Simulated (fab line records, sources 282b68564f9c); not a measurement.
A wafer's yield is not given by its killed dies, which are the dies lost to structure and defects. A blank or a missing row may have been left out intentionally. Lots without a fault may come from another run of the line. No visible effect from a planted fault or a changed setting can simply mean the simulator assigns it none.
Split-lot experiment	flow ritCmos	on a route of 202 steps: 5 lots, 23 wafers read

ABOUT THE SPLIT
At RIT_SDANNEAL_RTA_03 (time 5 s), the setting timeS was moved away from the recipe's 5 s on 9 of the 23 wafers read, by -8.9% to +11.0%. This setting was run at the recipe's value on the other wafers.

FROM THE SPLIT TO THE READING: what the file shows between them, 2 steps
- RIT_SDANNEAL_RS_MEAS_04: measures by four-point-probe
- RIT_SDANNEAL_RS_MEAS_05: measures by four-point-probe

THE READING
At RIT_SDANNEAL_RS_MEAS_06, a four-point-probe measurement gives PLDD_RS in ohm/sq. Typical for fault-free wafers on this fab line: 178.7 ohm/sq, with standard deviation 0.47 ohm/sq.

wafer	tool, chamber at the split	timeS as run, s	against the recipe	PLDD_RS, ohm/sq	against lot-mates on the recipe
L079.1	rtpAnneal-01, 0	5	recipe	179.5	-
L079.2	rtpAnneal-01, 0	5.552	+11.0%	177.1	-2.1
L079.3	rtpAnneal-01, 0	5.552	+11.0%	177.3	-1.9
L079.4	rtpAnneal-01, 0	5	recipe	178.8	-
L079.6	rtpAnneal-01, 0	5	recipe	179.4	-
L080.1	rtpAnneal-02, 0	5	recipe	178.7	-
L080.3	rtpAnneal-02, 0	5	recipe	178.8	-
L080.4	rtpAnneal-02, 0	5.362	+7.2%	178.3	-0.7
L080.5	rtpAnneal-02, 0	5.362	+7.2%	178.4	-0.6
L080.6	rtpAnneal-02, 0	5	recipe	179.4	-
L081.1	rtpAnneal-01, 0	5.341	+6.8%	177.4	-0.8
L081.2	rtpAnneal-01, 0	5.341	+6.8%	177.4	-0.8
L081.3	rtpAnneal-01, 0	5	recipe	178.3	-
L081.5	rtpAnneal-01, 0	5.341	+6.8%	177.8	-0.4
L081.6	rtpAnneal-01, 0	5	recipe	178.1	-
L083.1	rtpAnneal-01, 0	5	recipe	179.5	-
L083.2	rtpAnneal-01, 0	5	recipe	178.5	-
L083.3	rtpAnneal-01, 0	5	recipe	178.3	-
L084.1	rtpAnneal-02, 0	4.555	-8.9%	179.3	+1.5
L084.2	rtpAnneal-02, 0	5	recipe	177.5	-
L084.3	rtpAnneal-02, 0	5	recipe	177.9	-
L084.5	rtpAnneal-02, 0	4.555	-8.9%	179.2	+1.4
L084.6	rtpAnneal-02, 0	5	recipe	178.0	-

THE FIT
A straight line over all 23 wafers: PLDD_RS changes by -0.103 ohm/sq for each +1% of timeS; r = -0.69; the points scatter about the line by 0.57 ohm/sq.
The same after taking each lot's own level away (the mean of its wafers on the recipe; 23 wafers): -0.148 ohm/sq for each +1%; r = -0.91; scatter 0.36 ohm/sq.
On that fit, the largest move of timeS shifts the reading by 1.6 ohm/sq.
Across the lots, their own levels run from 177.80 to 179.23 ohm/sq, a range of 3.0 times the standard deviation given above.
So the lot-to-lot level blurs the effect unless lot-mates are compared.
Check: with one of the wafers moved furthest among these (+11.0%) left out of the fit, the line predicts -1.44 ohm/sq for it against its lot-mates. It came out at -2.13 ohm/sq against them.

THE WHOLE CHAIN: every reading that the file lists as answering this split, in the file's order
step	what it does	reading	change (the file's fit)	r (the file's)
RIT_SDANNEAL_RS_MEAS_04	measures by four-point-probe	PSD_RS	-0.151 for each +1% of the setting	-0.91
RIT_SDANNEAL_RS_MEAS_06	measures by four-point-probe	PLDD_RS	-0.147 for each +1% of the setting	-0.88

FILE'S OWN FIT
PLDD_RS changes by -0.147 ohm/sq for each +1% of timeS, r = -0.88.
